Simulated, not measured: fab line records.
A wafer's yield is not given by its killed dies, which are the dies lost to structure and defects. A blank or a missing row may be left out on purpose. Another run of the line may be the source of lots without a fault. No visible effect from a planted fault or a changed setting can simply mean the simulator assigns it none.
The same fault as seen by 2 desks + flow berkeley-cmos170 + numbers are kept per desk, each desk with only its own; the story behind them comes last

== TOOL OWNER'S DESK, rie-diel-02 ==
The tool's own readings at UCB170_M3_ETCH_17 (etches BARC in N2/H2): means of the sampled wafers that have a number, for each lot that ran on this tool. Any lot whose mean is over 4 standard deviations away from the usual mean is out of limits and marked OUT; that distance is given in the brackets.
Columns: A = chamber-pressure-mTorr at UCB170_M3_ETCH_17, usual 30.001 mTorr; B = drypump-motor-current-A at UCB170_M3_ETCH_17, usual 5.9 A; C = n2-flow-sccm at UCB170_M3_ETCH_17, usual 99.96 sccm; D = oes-product-au at UCB170_M3_ETCH_17, usual 0.995 a.u.; E = throttle-valve-pct at UCB170_M3_ETCH_17, usual 13.37 %
| lot  | first seen here | A      | B   | C      | D     | E     |
|------|-----------------|--------|-----|--------|-------|-------|
| L384 | day 9 12:55     | 30.019 | 5.7 | 100.15 | 0.993 | 13.47 |
| L388 | day 10 10:00    | 29.967 | 5.7 | 100.27 | 0.991 | 13.48 |
| L394 | day 11 11:51    | 29.968 | 5.8 | 99.90  | 1.032 | 13.31 |
This desk found nothing out of limits on any of the 3 lots.

== THE METROLOGY DESK ==
Means of the sampled wafers that have a number, per lot and without regard to the tool the lot ran on: this is what the gauges read. Any lot whose mean is over 4 standard deviations away from the usual mean is out of limits and marked OUT; that distance is given in the brackets.
Columns: A = GATE_OVL at UCB170_GATE_OVL_MEAS_13, usual -2 nm; B = V1_BOW at UCB170_V1_BOW_MEAS_03, usual 17 um; C = V1_OVL at UCB170_V1_OVL_MEAS_13, usual -2 nm
| lot  | first seen here | A  | B  | C  |
|------|-----------------|----|----|----|
| L382 | day 7 06:32     | 1  | 23 | -6 |
| L383 | day 7 07:00     | 2  | 16 | 5  |
| L384 | day 7 19:53     | -0 | 18 | 5  |
| L386 | day 7 20:04     | -9 | 15 | -3 |
| L388 | day 8 17:10     | 0  | 15 | 1  |
| L394 | day 9 23:29     | -3 | 8  | -2 |
| L395 | day 9 23:37     | -1 | 20 | -4 |
| L400 | day 10 13:02    | -1 | 27 | 2  |
| L399 | day 10 13:33    | 2  | 13 | -3 |
| L401 | day 10 21:23    | -7 | 16 | -3 |
| L402 | day 11 11:23    | -8 | 14 | 2  |
| L404 | day 11 11:38    | -1 | 16 | -7 |
This desk found nothing out of limits on any of the 12 lots.

== PUT TOGETHER ==
Nothing out of limits was seen by the tool owner's desk.
Metrology desk: nothing out of limits seen.

== WHAT THE SIMULATOR HAD PUT IN ==
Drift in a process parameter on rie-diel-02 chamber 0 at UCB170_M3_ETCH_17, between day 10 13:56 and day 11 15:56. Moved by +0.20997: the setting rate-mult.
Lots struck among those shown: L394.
